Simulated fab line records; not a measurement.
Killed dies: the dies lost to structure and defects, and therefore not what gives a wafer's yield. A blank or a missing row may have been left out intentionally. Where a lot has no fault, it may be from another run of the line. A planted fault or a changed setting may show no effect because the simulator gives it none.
Tool commonality check    flow rit cmos    15 lots and 45 wafers in the sample

WHY THIS WAS OPENED
RIT_GATE_THK_MEAS_09, reading GATE_POLY_THK: flagged on 3 of 15 lots. No-fault wafers: 249.4 nm, standard deviation 2.3.
Rule: a lot is flagged when every wafer of it that has a number lies more than 4 standard deviations from that mean, or none has a number. All remaining lots are regarded as sound.

lot   measured     on             GATE_POLY_THK (nm), wafer by wafer  flag
L552  day 2 16:40  film metro-01  252.0 252.9 252.9                   
L553  day 2 20:32  film metro-04  249.2 249.3 248.3                   
L554  day 2 22:10  film metro-04  249.6 250.6 249.2                   
L555  day 3 09:11  film metro-03  252.9 251.7 252.5                   
L556  day 3 10:47  film metro-01  248.5 248.1 248.6                   
L558  day 3 23:07  film metro-04  249.1 253.7 251.2                   
L557  day 3 23:09  film metro-03  249.1 248.2 247.4                   
L559  day 4 05:56  film metro-01  252.9 251.2 254.7                   
L560  day 4 14:32  film metro-01  248.0 250.9 250.4                   
L561  day 4 18:10  film metro-01  248.1 246.0 248.5                   
L562  day 4 19:25  film metro-04  250.6 249.0 251.5                   
L563  day 5 05:39  film metro-04  249.4 250.9 248.5                   
L569  day 6 06:13  film metro-04  198.8 198.3 198.3                   FLAGGED
L570  day 6 10:11  film metro-04  200.3 200.2 199.7                   FLAGGED
L571  day 6 13:12  film metro-01  200.5 199.1 198.4                   FLAGGED
On average the flagged lots' numbers are 199.3 nm, which is -50.1 nm against the usual, or -22 standard deviations.

WHICH TOOL EACH LOT WENT THROUGH
The record holds 1 process step before the reading, out of a route of 202 steps. Cell contents, in order: the tool; ch with the chambers the sampled wafers went through; the start.
lot   flag     RIT_GATE_CVD_08
L552           lpcvd-01 ch 0, day 2 15:02
L553           lpcvd-01 ch 0, day 2 18:55
L554           lpcvd-01 ch 0, day 2 20:32
L555           lpcvd-01 ch 1, day 3 07:33
L556           lpcvd-01 ch 1, day 3 09:10
L558           lpcvd-01 ch 0, day 3 21:29
L557           lpcvd-02 ch 0, day 3 21:31
L559           lpcvd-01 ch 1, day 4 04:19
L560           lpcvd-02 ch 1, day 4 12:55
L561           lpcvd-01 ch 0, day 4 16:32
L562           lpcvd-02 ch 1, day 4 17:47
L563           lpcvd-02 ch 0, day 5 04:01
L569  FLAGGED  lpcvd-02 ch 1, day 6 04:35
L570  FLAGGED  lpcvd-02 ch 0, day 6 07:44
L571  FLAGGED  lpcvd-02 ch 1, day 6 10:45
These steps, and what they do:
- RIT_GATE_CVD_08: deposits poly-Si from SiH4, target thk 250 nm, time 2220 s.
- RIT_GATE_THK_MEAS_09

FLAGGED AGAINST TOTAL, ONE TOOL AT A TIME (gauges that did the reading follow at the end)
step                  tool           lots run  flagged  share of the flagged lots  sound lots run after its first flagged lot
RIT_GATE_CVD_08       lpcvd-01       8         0        none                       -
RIT_GATE_CVD_08       lpcvd-02       7         3        all                        0
RIT_GATE_THK_MEAS_09  film metro-01  6         1        some                       0
RIT_GATE_THK_MEAS_09  film metro-03  2         0        none                       -
RIT_GATE_THK_MEAS_09  film metro-04  7         2        some                       0

WHAT IS ALLOWED BY THE TABLE
Rows of the table that ran each flagged lot: 1, that is lpcvd-02 at RIT_GATE_CVD_08.
- lpcvd-02 at RIT_GATE_CVD_08 ran 7 lots, 3 of them flagged. A fault beginning between L563 (day 5 04:01), its last sound lot, and L569 (day 6 04:35), its first flagged one, fits the data. Its own readings (sih4 flow sccm) fall more than 4 standard deviations out on all wafers of the flagged lots.
One tool is left: lpcvd-02 at RIT_GATE_CVD_08.

WHAT THE SIMULATOR HAD INSERTED
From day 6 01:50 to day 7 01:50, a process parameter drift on lpcvd-02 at RIT_GATE_CVD_08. A move of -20 in setting sih4 flow sccm, from 100.
Struck lots among those shown: L569, L570, L571. The same result came from the rule above.
